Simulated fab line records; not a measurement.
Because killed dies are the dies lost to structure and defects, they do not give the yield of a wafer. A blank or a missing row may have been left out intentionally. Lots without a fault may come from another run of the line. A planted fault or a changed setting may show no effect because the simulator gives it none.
The tool behind it: which one?	flow berkeley cmos170	Sampling: 7 lots, 21 wafers, 3 of 331 route steps

WHAT THE GAUGES READ, wafer by wafer
UCB170_V2_OVL_MEAS_13.
lot	measured	on	V2_OVL (nm)
L489	day 9 17:47	overlay-01	-1 -3 -4
L488	day 9 18:03	overlay-02	2 2 0
L493	day 10 12:55	overlay-01	-2 4 -1
L495	day 11 10:30	overlay-02	8 6 5
L498	day 11 10:46	overlay-02	-4 4 -2
L504	day 12 01:38	overlay-01	-6 -3 -15
L506	day 13 14:12	overlay-01	1 -4 -5

TOOL THAT RAN EACH LOT (tool first, then ch and the chambers of the sampled wafers, then the start)
lot	UCB170_BACKSIDE_CLEAN_04	UCB170_V1_ETCH_14
L489	wet bench-03 ch 3, day 8 16:39	rie diel-04 ch 0,1,2, day 9 10:10
L488	wet bench-03 ch 0, day 8 17:10	rie diel-01 ch 0,1, day 9 10:38
L493	wet bench-03 ch 3, day 9 11:06	rie diel-01 ch 0,2,3, day 10 05:48
L495	wet bench-03 ch 3, day 10 07:35	rie diel-01 ch 0,2,3, day 11 01:16
L498	wet bench-03 ch 0, day 10 07:47	rie diel-04 ch 2,3, day 11 01:20
L504	wet bench-03 ch 0, day 10 23:33	rie diel-04 ch 1,2, day 11 18:41
L506	wet bench-03 ch 1, day 11 16:24	rie diel-02 ch 0,1,3, day 13 09:28
- UCB170_BACKSIDE_CLEAN_04: cleans in SPM, time 600 s.
- UCB170_V1_ETCH_14: etches SiO2 in CHF3/CF4/Ar, stops on Al, target depth 1250 nm, time 291 s.

THE ANSWER, worked out from the rows above alone
Rule: what is usual is taken from the lots themselves. The widest of any qualifying gaps counts: lots, ordered by their means at a reading, are off when they make up no more than a third of the lots, leave a main group of 4 or more, and stand apart from it by 3 or more times the standard deviation of that group's means. A main group whose means are all the same, to the digits that the tables above print for the reading, isn't used. A lot without any number at a reading at which 4 lots or more have one is off too. Any other lot the step has rows for is counted as sound.
No lot is off at any reading shown: from this, nothing can be told.

WHAT THE SIMULATOR HAD PUT IN
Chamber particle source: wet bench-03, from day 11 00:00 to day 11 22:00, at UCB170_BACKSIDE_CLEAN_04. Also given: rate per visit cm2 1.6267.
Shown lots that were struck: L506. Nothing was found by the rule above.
